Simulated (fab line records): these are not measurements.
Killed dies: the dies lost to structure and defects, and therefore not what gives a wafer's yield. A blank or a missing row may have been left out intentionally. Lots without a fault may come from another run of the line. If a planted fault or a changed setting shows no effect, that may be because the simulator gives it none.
Which tool was responsible? ; flow berkeley-cmos170 ; Sampling: 14 lots, 42 wafers, 4 of 331 route steps

WHAT THE GAUGES SHOWED, per wafer
UCB170_PFIELD_TW_MEAS_09.
lot;measured;on;PFIELD_TW
L872;day 4 03:32;film-metro-03;595 597 598
L873;day 4 14:54;film-metro-04;599 604 600
L874;day 4 15:06;film-metro-01;590 591 589
L875;day 5 01:17;film-metro-03;595 596 597
L876;day 5 11:40;film-metro-01;588 592 592
L877;day 5 14:11;film-metro-04;592 593 593
L878;day 5 14:34;film-metro-03;597 596 595
L880;day 6 08:53;film-metro-03;592 595 594
L881;day 6 17:01;film-metro-01;588 593 588
L887;day 7 10:41;film-metro-01;593 589 589
L888;day 7 14:04;film-metro-01;593 588 590
L889;day 7 23:50;film-metro-01;476 475 478
L891;day 8 10:43;film-metro-01;477 478 475
L895;day 9 03:10;film-metro-04;596 597 601

UCB170_PVT_TW_MEAS_09.
lot;measured;on;PVT_TW
L872;day 5 07:07;film-metro-04;501.2 502.4 503.7
L873;day 5 17:32;film-metro-03;502.1 503.6 501.8
L874;day 5 17:49;film-metro-04;501.2 502.2 504.5
L875;day 6 07:22;film-metro-02;507.3 505.2 505.9
L876;day 6 17:01;film-metro-03;503.4 505.1 503.6
L877;day 6 17:22;film-metro-03;502.8 502.7 499.4
L878;day 6 17:37;film-metro-03;501.3 501.0 502.0
L880;day 7 16:29;film-metro-03;500.8 504.1 501.8
L881;day 8 04:43;film-metro-03;505.6 504.1 504.2
L887;day 8 23:59;film-metro-04;506.2 504.5 508.7
L888;day 9 02:21;film-metro-02;509.2 508.3 507.7
L889;day 9 10:23;film-metro-03;508.0 504.6 505.7
L891;day 9 21:47;film-metro-04;506.0 503.6 506.2
L895;day 10 08:18;film-metro-02;504.5 505.1 505.5

UCB170_PLDD_CD_MEAS_06: the cd target is 1200 nm.
lot;measured;on;cd-nm (nm)
L872;day 5 17:11;cd-sem-02;1200.8 1201.5 1201.1
L873;day 6 06:49;cd-sem-02;1201.4 1200.1 1200.4
L874;day 6 06:33;cd-sem-02;1202.1 1201.3 1200.6
L875;day 6 20:26;cd-sem-02;1201.2 1200.6 1200.7
L876;day 7 08:49;cd-sem-02;1199.1 1199.7 1199.6
L877;day 7 09:01;cd-sem-02;1201.3 1200.9 1201.3
L878;day 7 09:17;cd-sem-01;1200.1 1199.2 1199.6
L880;day 8 07:46;cd-sem-02;1200.0 1199.8 1202.9
L881;day 8 18:15;cd-sem-02;1200.4 1202.7 1200.5
L887;day 9 16:04;cd-sem-01;1199.4 1197.8 1198.6
L888;day 9 17:30;cd-sem-02;1201.8 1203.4 1203.5
L889;day 9 22:52;cd-sem-01;1198.7 1199.4 1199.2
L891;day 10 10:15;cd-sem-02;1201.8 1202.3 1201.2
L895;day 11 01:05;cd-sem-01;1201.5 1202.3 1202.5

TOOL THAT RAN EACH LOT (tool first, then ch and the chambers of the sampled wafers, then the start)
lot;UCB170_PFIELD_IMPLANT_07
L872;implanter-01 ch 0, day 4 03:17
L873;implanter-03 ch 0, day 4 14:39
L874;implanter-01 ch 0, day 4 14:51
L875;implanter-03 ch 0, day 5 01:02
L876;implanter-04 ch 0, day 5 11:25
L877;implanter-01 ch 0, day 5 13:56
L878;implanter-04 ch 0, day 5 14:20
L880;implanter-03 ch 0, day 6 08:38
L881;implanter-01 ch 0, day 6 16:46
L887;implanter-03 ch 0, day 7 10:27
L888;implanter-01 ch 0, day 7 13:52
L889;implanter-01 ch 0, day 7 23:35
L891;implanter-01 ch 0, day 8 10:29
L895;implanter-04 ch 0, day 9 02:57
- UCB170_PFIELD_IMPLANT_07

AS READ BY THE TOOLS THEMSELVES (means over the sampled wafers that have a number; for cases with no such wafer, the mark the record gives instead)
UCB170_PFIELD_IMPLANT_07.
lot;tool;dose-ions-cm2;faraday-current-uA
L872;implanter-01;2.0020e+13;62.6
L873;implanter-03;1.9997e+13;64.3
L874;implanter-01;2.0014e+13;63.7
L875;implanter-03;2.0008e+13;63.1
L876;implanter-04;2.0020e+13;63.4
L877;implanter-01;2.0009e+13;62.6
L878;implanter-04;1.9992e+13;63.6
L880;implanter-03;1.9996e+13;65.0
L881;implanter-01;2.0020e+13;61.8
L887;implanter-03;2.0026e+13;63.8
L888;implanter-01;2.0010e+13;63.2
L889;implanter-01;1.0171e+13;32.0
L891;implanter-01;1.0162e+13;32.5
L895;implanter-04;2.0002e+13;64.2

THE ANSWER, worked out from the rows above alone
Rule: the usual values come from the lots themselves. The widest of any qualifying gaps counts: lots, ordered by their means at a reading, are off when they make up no more than a third of the lots, leave a main group of 4 or more, and stand apart from it by 3 or more times the standard deviation of that group's means. A main group is skipped when, at the precision printed for the reading in the tables above, its means are all equal. A lot without any number at a reading at which 4 lots or more have one is off too. Where the step has rows for the other lots, those lots are counted as sound. The gauges are gone through in route order, then the tools' own readings, and for those a lot's mean is taken as printed above. At the first step where some lot is off, the reading lying furthest off is the one used; lots without a number count as furthest.
Off: L889, L891, at UCB170_PFIELD_TW_MEAS_09 (PFIELD_TW). For the main group the mean is 594 and the standard deviation 3.6.
If a tool, at a process step before that reading, ran all the lots that are off and no sound lot after the first of them, it fits. The gauges at UCB170_PFIELD_TW_MEAS_09 aren't tried: what is off there is off at UCB170_PFIELD_IMPLANT_07 too, on other tools, and a gauge's error can't cause that. One fits: UCB170_PFIELD_IMPLANT_07 on implanter-01. Its last sound lot is L888 (day 7 13:52), its first lot that is off L889 (day 7 23:35): a fault that began between those two fits.
The tool's own readings at UCB170_PFIELD_IMPLANT_07 bear it out: on the lots that are off they differ by more than 5 times the standard deviation of the sound lots' means. dose-ions-cm2 reads 1.0166e+13 there against 2.0010e+13 on the sound lots; faraday-current-uA reads 32.2 there against 63.4 on the sound lots.

WHAT HAD BEEN PUT IN BY THE SIMULATOR
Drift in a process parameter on implanter-01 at UCB170_PFIELD_IMPLANT_07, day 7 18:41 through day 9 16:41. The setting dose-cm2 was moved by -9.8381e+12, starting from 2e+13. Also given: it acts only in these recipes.
Struck lots among those shown: L889, L891. This agrees with what the rule above found.
